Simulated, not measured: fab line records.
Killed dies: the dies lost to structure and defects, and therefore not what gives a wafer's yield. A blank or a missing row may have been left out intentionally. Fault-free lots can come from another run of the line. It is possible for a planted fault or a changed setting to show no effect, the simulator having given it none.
The tool behind it: which one? :: flow ritCmos :: 16 lots, 48 wafers sampled, at 6 steps of a route of 202

WHAT THE GAUGES READ, wafer by wafer
RIT_GATE_THK_MEAS_07.
lot: L552
measured: day 2 10:01
on: filmMetro-04
GATE_OXIDE_THK (nm): 3.13 3.06 3.04

lot: L555
measured: day 3 02:04
on: filmMetro-01
GATE_OXIDE_THK (nm): 3.10 2.95 3.08

lot: L556
measured: day 3 06:05
on: filmMetro-01
GATE_OXIDE_THK (nm): 2.95 3.09 2.98

lot: L557
measured: day 3 10:23
on: filmMetro-01
GATE_OXIDE_THK (nm): 3.08 3.14 3.02

lot: L558
measured: day 3 15:17
on: filmMetro-04
GATE_OXIDE_THK (nm): 2.91 3.00 3.00

lot: L559
measured: day 3 20:50
on: filmMetro-02
GATE_OXIDE_THK (nm): 3.02 3.08 3.01

lot: L560
measured: day 4 02:41
on: filmMetro-01
GATE_OXIDE_THK (nm): 3.03 3.02 3.03

lot: L562
measured: day 4 11:14
on: filmMetro-02
GATE_OXIDE_THK (nm): 2.96 2.97 2.97

lot: L564
measured: day 4 21:17
on: filmMetro-04
GATE_OXIDE_THK (nm): 3.03 2.97 3.02

lot: L565
measured: day 5 03:46
on: filmMetro-02
GATE_OXIDE_THK (nm): 2.99 3.07 3.02

lot: L566
measured: day 5 10:23
on: filmMetro-02
GATE_OXIDE_THK (nm): 2.89 2.87 2.95

lot: L567
measured: day 5 13:05
on: filmMetro-02
GATE_OXIDE_THK (nm): 3.04 2.99 3.13

lot: L568
measured: day 5 18:53
on: filmMetro-02
GATE_OXIDE_THK (nm): 3.00 3.02 3.06

lot: L569
measured: day 5 23:47
on: filmMetro-04
GATE_OXIDE_THK (nm): 3.06 3.14 3.13

lot: L574
measured: day 7 00:41
on: filmMetro-01
GATE_OXIDE_THK (nm): 3.06 3.06 2.95

lot: L575
measured: day 7 05:25
on: filmMetro-04
GATE_OXIDE_THK (nm): 3.07 3.08 2.96

RIT_GATE_OVL_MEAS_17.
lot: L552
measured: day 2 12:43
on: overlay-02
GATE_OVL (nm): 1.6 1.2 1.0

lot: L555
measured: day 3 04:54
on: overlay-02
GATE_OVL (nm): 0.8 -0.9 -0.2

lot: L556
measured: day 3 08:57
on: overlay-02
GATE_OVL (nm): 3.3 1.0 3.2

lot: L557
measured: day 3 13:12
on: overlay-02
GATE_OVL (nm): 0.8 -1.3 0.5

lot: L558
measured: day 3 17:59
on: overlay-01
GATE_OVL (nm): 0.5 2.8 1.4

lot: L559
measured: day 3 23:40
on: overlay-02
GATE_OVL (nm): 1.6 0.7 -0.7

lot: L560
measured: day 4 05:31
on: overlay-01
GATE_OVL (nm): -0.3 -0.7 0.6

lot: L562
measured: day 4 14:04
on: overlay-02
GATE_OVL (nm): -0.6 0.1 0.4

lot: L564
measured: day 5 00:20
on: overlay-01
GATE_OVL (nm): -0.4 -1.0 0.9

lot: L565
measured: day 5 06:35
on: overlay-01
GATE_OVL (nm): -1.6 -0.3 -1.5

lot: L566
measured: day 5 13:13
on: overlay-02
GATE_OVL (nm): -2.7 -3.1 -3.4

lot: L567
measured: day 5 16:01
on: overlay-02
GATE_OVL (nm): -0.2 -1.6 0.7

lot: L568
measured: day 5 21:44
on: overlay-01
GATE_OVL (nm): -0.3 1.7 -0.1

lot: L569
measured: day 6 02:46
on: overlay-02
GATE_OVL (nm): -2.0 -2.9 -2.8

lot: L574
measured: day 7 03:29
on: overlay-02
GATE_OVL (nm): -1.6 -1.9 -3.6

lot: L575
measured: day 7 08:19
on: overlay-02
GATE_OVL (nm): -1.2 -1.4 -0.2

RIT_SPACER_THK_MEAS_04.
lot: L552
measured: day 2 21:34
on: filmMetro-03
SPACER_NITRIDE_THK (nm): 247.8 248.2 247.8

lot: L555
measured: day 3 13:47
on: filmMetro-04
SPACER_NITRIDE_THK (nm): 252.0 250.4 251.4

lot: L556
measured: day 3 17:40
on: filmMetro-03
SPACER_NITRIDE_THK (nm): 250.4 251.9 250.5

lot: L557
measured: day 3 22:55
on: filmMetro-02
SPACER_NITRIDE_THK (nm): 252.3 252.1 252.1

lot: L558
measured: day 4 03:17
on: filmMetro-03
SPACER_NITRIDE_THK (nm): 250.0 249.6 247.0

lot: L559
measured: day 4 08:22
on: filmMetro-04
SPACER_NITRIDE_THK (nm): 250.5 251.3 250.1

lot: L560
measured: day 4 14:31
on: filmMetro-04
SPACER_NITRIDE_THK (nm): 249.3 249.4 253.3

lot: L562
measured: day 4 22:56
on: filmMetro-04
SPACER_NITRIDE_THK (nm): 248.4 248.5 251.3

lot: L564
measured: day 5 09:20
on: filmMetro-02
SPACER_NITRIDE_THK (nm): 277.5 278.2 279.3

lot: L565
measured: day 5 17:11
on: filmMetro-03
SPACER_NITRIDE_THK (nm): 250.3 251.7 250.1

lot: L566
measured: day 5 22:07
on: filmMetro-04
SPACER_NITRIDE_THK (nm): 281.4 279.5 283.2

lot: L567
measured: day 6 01:01
on: filmMetro-02
SPACER_NITRIDE_THK (nm): 274.9 276.3 275.9

lot: L568
measured: day 6 06:40
on: filmMetro-04
SPACER_NITRIDE_THK (nm): 281.3 279.8 283.6

lot: L569
measured: day 6 12:23
on: filmMetro-04
SPACER_NITRIDE_THK (nm): 249.9 248.4 250.0

lot: L574
measured: day 7 12:29
on: filmMetro-02
SPACER_NITRIDE_THK (nm): 251.3 252.2 252.0

lot: L575
measured: day 7 17:17
on: filmMetro-04
SPACER_NITRIDE_THK (nm): 246.7 245.5 244.0

RIT_CONTACT_CD_MEAS_90: the cd target is 1000 nm.
lot: L552
measured: day 3 04:20
on: cdSem-01
cdNm (nm): 1000.0 997.5 998.3

lot: L555
measured: day 3 20:03
on: cdSem-02
cdNm (nm): 1003.2 998.4 1004.1

lot: L556
measured: day 4 00:13
on: cdSem-02
cdNm (nm): 1000.3 1000.1 1001.0

lot: L557
measured: day 4 05:26
on: cdSem-01
cdNm (nm): 1005.0 1003.4 1004.2

lot: L558
measured: day 4 10:07
on: cdSem-02
cdNm (nm): 998.2 999.2 998.8

lot: L559
measured: day 4 15:14
on: cdSem-02
cdNm (nm): 999.4 998.4 1000.6

lot: L560
measured: day 4 20:59
on: cdSem-02
cdNm (nm): 1001.7 1001.5 1000.0

lot: L562
measured: day 5 05:23
on: cdSem-02
cdNm (nm): 999.8 1000.9 999.3

lot: L564
measured: day 5 15:50
on: cdSem-01
cdNm (nm): 1001.9 999.1 999.2

lot: L565
measured: day 5 23:51
on: cdSem-01
cdNm (nm): 999.6 997.6 999.5

lot: L566
measured: day 6 04:43
on: cdSem-01
cdNm (nm): 1000.0 999.9 1000.3

lot: L567
measured: day 6 07:22
on: cdSem-02
cdNm (nm): 1002.1 1002.7 1001.6

lot: L568
measured: day 6 13:38
on: cdSem-02
cdNm (nm): 1001.2 1001.7 1000.7

lot: L569
measured: day 6 18:59
on: cdSem-02
cdNm (nm): 999.5 999.9 999.4

lot: L574
measured: day 7 19:37
on: cdSem-01
cdNm (nm): 995.5 995.0 997.4

lot: L575
measured: day 7 23:53
on: cdSem-01
cdNm (nm): 1004.9 1000.9 1001.4

EACH LOT AND THE TOOL THAT RAN IT (in order: tool; ch and the chambers of the sampled wafers; start)
lot: L552
RIT_SPACER_CVD_03: lpcvd-01 ch 1, day 2 19:38
RIT_SPACER_ETCHBACK_05: rieDiel-04 ch 0,3, day 2 21:37

lot: L555
RIT_SPACER_CVD_03: lpcvd-01 ch 1, day 3 11:52
RIT_SPACER_ETCHBACK_05: rieDiel-02 ch 0,1,3, day 3 13:50

lot: L556
RIT_SPACER_CVD_03: lpcvd-02 ch 0, day 3 15:44
RIT_SPACER_ETCHBACK_05: rieDiel-01 ch 0,2, day 3 17:43

lot: L557
RIT_SPACER_CVD_03: lpcvd-01 ch 0, day 3 20:59
RIT_SPACER_ETCHBACK_05: rieDiel-04 ch 0,2, day 3 22:58

lot: L558
RIT_SPACER_CVD_03: lpcvd-01 ch 0, day 4 01:21
RIT_SPACER_ETCHBACK_05: rieDiel-02 ch 0,3, day 4 03:20

lot: L559
RIT_SPACER_CVD_03: lpcvd-02 ch 1, day 4 06:27
RIT_SPACER_ETCHBACK_05: rieDiel-01 ch 0,1, day 4 08:26

lot: L560
RIT_SPACER_CVD_03: lpcvd-02 ch 1, day 4 12:36
RIT_SPACER_ETCHBACK_05: rieDiel-01 ch 0,3, day 4 14:35

lot: L562
RIT_SPACER_CVD_03: lpcvd-01 ch 0, day 4 21:01
RIT_SPACER_ETCHBACK_05: rieDiel-04 ch 0,2,3, day 4 22:59

lot: L564
RIT_SPACER_CVD_03: lpcvd-01 ch 0, day 5 07:25
RIT_SPACER_ETCHBACK_05: rieDiel-01 ch 0,1,2, day 5 09:24

lot: L565
RIT_SPACER_CVD_03: lpcvd-02 ch 1, day 5 15:15
RIT_SPACER_ETCHBACK_05: rieDiel-02 ch 2,3, day 5 17:14

lot: L566
RIT_SPACER_CVD_03: lpcvd-01 ch 0, day 5 20:11
RIT_SPACER_ETCHBACK_05: rieDiel-04 ch 0,1, day 5 22:10

lot: L567
RIT_SPACER_CVD_03: lpcvd-01 ch 0, day 5 23:06
RIT_SPACER_ETCHBACK_05: rieDiel-04 ch 1,2, day 6 01:04

lot: L568
RIT_SPACER_CVD_03: lpcvd-01 ch 0, day 6 04:46
RIT_SPACER_ETCHBACK_05: rieDiel-01 ch 1,2,3, day 6 06:44

lot: L569
RIT_SPACER_CVD_03: lpcvd-02 ch 0, day 6 10:29
RIT_SPACER_ETCHBACK_05: rieDiel-02 ch 0,1, day 6 12:27

lot: L574
RIT_SPACER_CVD_03: lpcvd-02 ch 0, day 7 10:34
RIT_SPACER_ETCHBACK_05: rieDiel-01 ch 1,2,3, day 7 12:32

lot: L575
RIT_SPACER_CVD_03: lpcvd-02 ch 1, day 7 15:22
RIT_SPACER_ETCHBACK_05: rieDiel-01 ch 1,2,3, day 7 17:20
- RIT_SPACER_CVD_03: deposits Si3N4 from SiH2Cl2/NH3, target thk 250 nm, time 3300 s.
- RIT_SPACER_ETCHBACK_05: etches Si3N4 in SF6/CHF3, stops on SiO2, target depth 250 nm, time 240 s.

WHAT THE TOOLS THEMSELVES READ (means of the sampled wafers that have a number; where no wafer has one, the mark that the record gives instead)
RIT_SPACER_CVD_03.
lot: L552
tool: lpcvd-01
susceptorTempC (C): 810.6

lot: L555
tool: lpcvd-01
susceptorTempC (C): 810.0

lot: L556
tool: lpcvd-02
susceptorTempC (C): 810.0

lot: L557
tool: lpcvd-01
susceptorTempC (C): 809.5

lot: L558
tool: lpcvd-01
susceptorTempC (C): 810.4

lot: L559
tool: lpcvd-02
susceptorTempC (C): 810.0

lot: L560
tool: lpcvd-02
susceptorTempC (C): 810.2

lot: L562
tool: lpcvd-01
susceptorTempC (C): 810.1

lot: L564
tool: lpcvd-01
susceptorTempC (C): 810.1

lot: L565
tool: lpcvd-02
susceptorTempC (C): 810.0

lot: L566
tool: lpcvd-01
susceptorTempC (C): 810.4

lot: L567
tool: lpcvd-01
susceptorTempC (C): 810.0

lot: L568
tool: lpcvd-01
susceptorTempC (C): 810.4

lot: L569
tool: lpcvd-02
susceptorTempC (C): 810.4

lot: L574
tool: lpcvd-02
susceptorTempC (C): 809.9

lot: L575
tool: lpcvd-02
susceptorTempC (C): 810.0

RIT_SPACER_ETCHBACK_05.
lot: L552
tool: rieDiel-04
drypumpMotorCurrentA (A): 5.9
oesProductAu (a.u.): 0.834
throttleValvePct (%): 10.23

lot: L555
tool: rieDiel-02
drypumpMotorCurrentA (A): 5.9
oesProductAu (a.u.): 0.845
throttleValvePct (%): 10.37

lot: L556
tool: rieDiel-01
drypumpMotorCurrentA (A): 6.2
oesProductAu (a.u.): 0.859
throttleValvePct (%): 10.16

lot: L557
tool: rieDiel-04
drypumpMotorCurrentA (A): 5.9
oesProductAu (a.u.): 0.848
throttleValvePct (%): 10.22

lot: L558
tool: rieDiel-02
drypumpMotorCurrentA (A): 5.8
oesProductAu (a.u.): 0.829
throttleValvePct (%): 10.37

lot: L559
tool: rieDiel-01
drypumpMotorCurrentA (A): 5.9
oesProductAu (a.u.): 0.840
throttleValvePct (%): 10.23

lot: L560
tool: rieDiel-01
drypumpMotorCurrentA (A): 5.9
oesProductAu (a.u.): 0.845
throttleValvePct (%): 10.14

lot: L562
tool: rieDiel-04
drypumpMotorCurrentA (A): 5.6
oesProductAu (a.u.): 0.836
throttleValvePct (%): 10.39

lot: L564
tool: rieDiel-01
drypumpMotorCurrentA (A): 6.0
oesProductAu (a.u.): 0.915
throttleValvePct (%): 10.22

lot: L565
tool: rieDiel-02
drypumpMotorCurrentA (A): 6.0
oesProductAu (a.u.): 0.828
throttleValvePct (%): 10.40

lot: L566
tool: rieDiel-04
drypumpMotorCurrentA (A): 6.2
oesProductAu (a.u.): 0.925
throttleValvePct (%): 10.07

lot: L567
tool: rieDiel-04
drypumpMotorCurrentA (A): 5.6
oesProductAu (a.u.): 0.901
throttleValvePct (%): 10.40

lot: L568
tool: rieDiel-01
drypumpMotorCurrentA (A): 5.8
oesProductAu (a.u.): 0.923
throttleValvePct (%): 10.27

lot: L569
tool: rieDiel-02
drypumpMotorCurrentA (A): 5.6
oesProductAu (a.u.): 0.848
throttleValvePct (%): 10.33

lot: L574
tool: rieDiel-01
drypumpMotorCurrentA (A): 5.8
oesProductAu (a.u.): 0.849
throttleValvePct (%): 10.25

lot: L575
tool: rieDiel-01
drypumpMotorCurrentA (A): 5.8
oesProductAu (a.u.): 0.837
throttleValvePct (%): 10.24

THE ANSWER, worked out from the rows above alone
Rule: the lots themselves supply what counts as usual. The widest of any qualifying gaps counts: lots, ordered by their means at a reading, are off when they make up no more than a third of the lots, leave a main group of 4 or more, and stand apart from it by 3 or more times the standard deviation of that group's means. The tables above print the reading to a certain number of digits; a main group whose means all agree to those digits is not used. Also off: a lot with no number at a reading for which 4 or more lots have one. Where the step has rows for the other lots, those lots are counted as sound. First the gauges in route order, then the tools' own readings, where a lot's mean is used as printed above. At the first step where some lot is off, the reading lying furthest off is the one used; lots without a number count as furthest.
Off: L564, L566, L567, L568, seen at RIT_SPACER_THK_MEAS_04 (SPACER_NITRIDE_THK). For the main group the mean is 249.9 nm and the standard deviation 1.8.
A tool fits if, at a process step before that reading, it ran every lot that is off, and no sound lot after the first of them. Not tried: the gauges at RIT_SPACER_THK_MEAS_04; whatever is off there is also off at RIT_SPACER_ETCHBACK_05, on other tools, and gauge error can't account for it. One fits: lpcvd-01 at RIT_SPACER_CVD_03. A fault onset in the window from L562 (day 4 21:01, its last sound lot) to L564 (day 5 07:25, its first lot off) fits.

WHAT THE SIMULATOR HAD PUT IN
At RIT_SPACER_CVD_03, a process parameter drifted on lpcvd-01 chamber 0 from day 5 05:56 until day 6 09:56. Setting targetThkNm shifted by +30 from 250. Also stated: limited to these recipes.
Lots struck among those shown: L564, L566, L567, L568. The rule above found the same.
